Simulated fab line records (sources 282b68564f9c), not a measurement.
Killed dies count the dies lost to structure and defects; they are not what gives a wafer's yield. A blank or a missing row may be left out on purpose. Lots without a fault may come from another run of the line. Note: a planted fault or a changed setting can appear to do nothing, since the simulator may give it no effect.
Which tool was responsible? :: flow rit-cmos :: 14 lots, 42 wafers sampled, at 2 steps of a route of 202

== WHAT THE GAUGES SHOWED, per wafer ==
No reading from a measuring or inspecting step in the record can be judged against a usual standard deviation.

== WHICH TOOL RAN EACH LOT (tool, then ch and the chambers of the sampled wafers, then the start) ==
lot: L230
RIT_PSD_SOFTBAKE_02: litho-track-02 ch 0, day 3 04:22
RIT_M1_PROBE_99: prober-01, day 3 13:25

lot: L231
RIT_PSD_SOFTBAKE_02: litho-track-03 ch 0, day 3 08:48
RIT_M1_PROBE_99: -

lot: L232
RIT_PSD_SOFTBAKE_02: litho-track-01 ch 0, day 3 14:08
RIT_M1_PROBE_99: -

lot: L234
RIT_PSD_SOFTBAKE_02: litho-track-01 ch 0, day 4 03:49
RIT_M1_PROBE_99: -

lot: L235
RIT_PSD_SOFTBAKE_02: litho-track-02 ch 0, day 4 06:14
RIT_M1_PROBE_99: prober-02, day 4 15:22

lot: L236
RIT_PSD_SOFTBAKE_02: litho-track-02 ch 0, day 4 12:12
RIT_M1_PROBE_99: -

lot: L237
RIT_PSD_SOFTBAKE_02: litho-track-01 ch 0, day 4 16:01
RIT_M1_PROBE_99: -

lot: L238
RIT_PSD_SOFTBAKE_02: litho-track-02 ch 0, day 4 18:19
RIT_M1_PROBE_99: -

lot: L239
RIT_PSD_SOFTBAKE_02: litho-track-01 ch 0, day 5 03:40
RIT_M1_PROBE_99: -

lot: L244
RIT_PSD_SOFTBAKE_02: litho-track-03 ch 0, day 6 12:20
RIT_M1_PROBE_99: prober-01, day 6 21:35

lot: L246
RIT_PSD_SOFTBAKE_02: litho-track-01 ch 0, day 7 04:15
RIT_M1_PROBE_99: -

lot: L249
RIT_PSD_SOFTBAKE_02: litho-track-01 ch 0, day 7 19:58
RIT_M1_PROBE_99: -

lot: L251
RIT_PSD_SOFTBAKE_02: litho-track-02 ch 0, day 8 08:02
RIT_M1_PROBE_99: -

lot: L253
RIT_PSD_SOFTBAKE_02: litho-track-03 ch 0, day 8 13:45
RIT_M1_PROBE_99: -
- RIT_PSD_SOFTBAKE_02: time 60 s.
- RIT_M1_PROBE_99

== AS READ BY THE TOOLS THEMSELVES (means over the sampled wafers that have a number; for cases with no such wafer, the mark the record gives instead) ==
RIT_PSD_SOFTBAKE_02. Usual: chill-plate-temp-C 22.99 C, standard deviation 0.12; exhaust-pa 45.1 Pa, standard deviation 0.78; heater-power-total-W 34.56 W, standard deviation 0.052; plate-temp-C 90.01 C, standard deviation 0.13.
lot: L230
tool: litho-track-02
chill-plate-temp-C (C): 23.08
exhaust-pa (Pa): 45.0
heater-power-total-W (W): 34.52
plate-temp-C (C): 90.04
flag: 

lot: L231
tool: litho-track-03
chill-plate-temp-C (C): 23.04
exhaust-pa (Pa): 45.7
heater-power-total-W (W): 34.52
plate-temp-C (C): 89.93
flag: 

lot: L232
tool: litho-track-01
chill-plate-temp-C (C): 23.05
exhaust-pa (Pa): 45.4
heater-power-total-W (W): 34.53
plate-temp-C (C): 90.24
flag: 

lot: L234
tool: litho-track-01
chill-plate-temp-C (C): 22.80
exhaust-pa (Pa): 45.1
heater-power-total-W (W): 34.58
plate-temp-C (C): 89.95
flag: 

lot: L235
tool: litho-track-02
chill-plate-temp-C (C): 22.89
exhaust-pa (Pa): 45.3
heater-power-total-W (W): 34.52
plate-temp-C (C): 89.89
flag: 

lot: L236
tool: litho-track-02
chill-plate-temp-C (C): 23.03
exhaust-pa (Pa): 45.2
heater-power-total-W (W): 34.56
plate-temp-C (C): 89.96
flag: 

lot: L237
tool: litho-track-01
chill-plate-temp-C (C): 23.13
exhaust-pa (Pa): 44.4
heater-power-total-W (W): 34.56
plate-temp-C (C): 90.01
flag: 

lot: L238
tool: litho-track-02
chill-plate-temp-C (C): 23.12
exhaust-pa (Pa): 44.1
heater-power-total-W (W): 34.60
plate-temp-C (C): 89.81
flag: 

lot: L239
tool: litho-track-01
chill-plate-temp-C (C): 23.08
exhaust-pa (Pa): 45.5
heater-power-total-W (W): 34.60
plate-temp-C (C): 89.88
flag: 

lot: L244
tool: litho-track-03
chill-plate-temp-C (C): 22.98
exhaust-pa (Pa): 44.6
heater-power-total-W (W): 34.56
plate-temp-C (C): 89.97
flag: 

lot: L246
tool: litho-track-01
chill-plate-temp-C (C): 22.91
exhaust-pa (Pa): 44.4
heater-power-total-W (W): 37.08
plate-temp-C (C): 94.63
flag: OFF

lot: L249
tool: litho-track-01
chill-plate-temp-C (C): 22.96
exhaust-pa (Pa): 44.9
heater-power-total-W (W): 36.98
plate-temp-C (C): 94.65
flag: OFF

lot: L251
tool: litho-track-02
chill-plate-temp-C (C): 22.91
exhaust-pa (Pa): 45.0
heater-power-total-W (W): 34.52
plate-temp-C (C): 89.92
flag: 

lot: L253
tool: litho-track-03
chill-plate-temp-C (C): 23.02
exhaust-pa (Pa): 45.9
heater-power-total-W (W): 34.57
plate-temp-C (C): 90.09
flag: 

RIT_M1_PROBE_99. Usual: killed_at_M0_to_M3 0.0, standard deviation 0.083; killed-at-contacts 0.1, standard deviation 0.27; killed-at-front-end 7, standard deviation 3.1; killed-dies 7, standard deviation 3.2; killed-open 3.8, standard deviation 2.1; killed-short 3.6, standard deviation 2.
lot: L230
tool: prober-01
killed_at_M0_to_M3: 0.0
killed-at-contacts: 0.0
killed-at-front-end: 5
killed-dies: 5
killed-open: 2.0
killed-short: 2.7
flag: 

lot: L235
tool: prober-02
killed_at_M0_to_M3: 0.0
killed-at-contacts: 0.0
killed-at-front-end: 8
killed-dies: 8
killed-open: 2.3
killed-short: 6.0
flag: 

lot: L244
tool: prober-01
killed_at_M0_to_M3: 0.0
killed-at-contacts: 0.0
killed-at-front-end: 7
killed-dies: 7
killed-open: 4.7
killed-short: 2.0
flag: 

== THE ANSWER, worked out from the rows above alone ==
Rule: lot off if the mean of its wafers having a number is beyond 3 standard deviations from the usual mean. A lot without any number at a reading at which 4 lots or more have one is off too. All remaining lots with rows at the step are treated as sound. First the gauges in route order, then the tools' own readings, where a lot's mean is used as printed above. The first step at which some lot is off is used, and at that step the reading that is off furthest; a lot without a number counts as furthest.
Off at RIT_PSD_SOFTBAKE_02 (heater-power-total-W): L246, L249.
A tool fits if, at that step or a process step before it, it ran every lot that is off, and no sound lot after the first of them. One fits: litho-track-01 at RIT_PSD_SOFTBAKE_02. Its last sound lot is L239 (day 5 03:40), its first lot that is off L246 (day 7 04:15): a fault that began between those two fits.
The tool's own readings at RIT_PSD_SOFTBAKE_02 bear it out: on the lots that are off they differ by more than 5 times the standard deviation of the sound lots' means. heater-power-total-W reads 37.03 W there against 34.55 W on the sound lots; plate-temp-C reads 94.64 C there against 89.97 C on the sound lots.

== WHAT HAD BEEN PUT IN BY THE SIMULATOR ==
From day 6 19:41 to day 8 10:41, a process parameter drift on litho-track-01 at RIT_PSD_SOFTBAKE_02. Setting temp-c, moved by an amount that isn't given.
Struck lots among those shown: L246, L249. Same finding as the rule above.
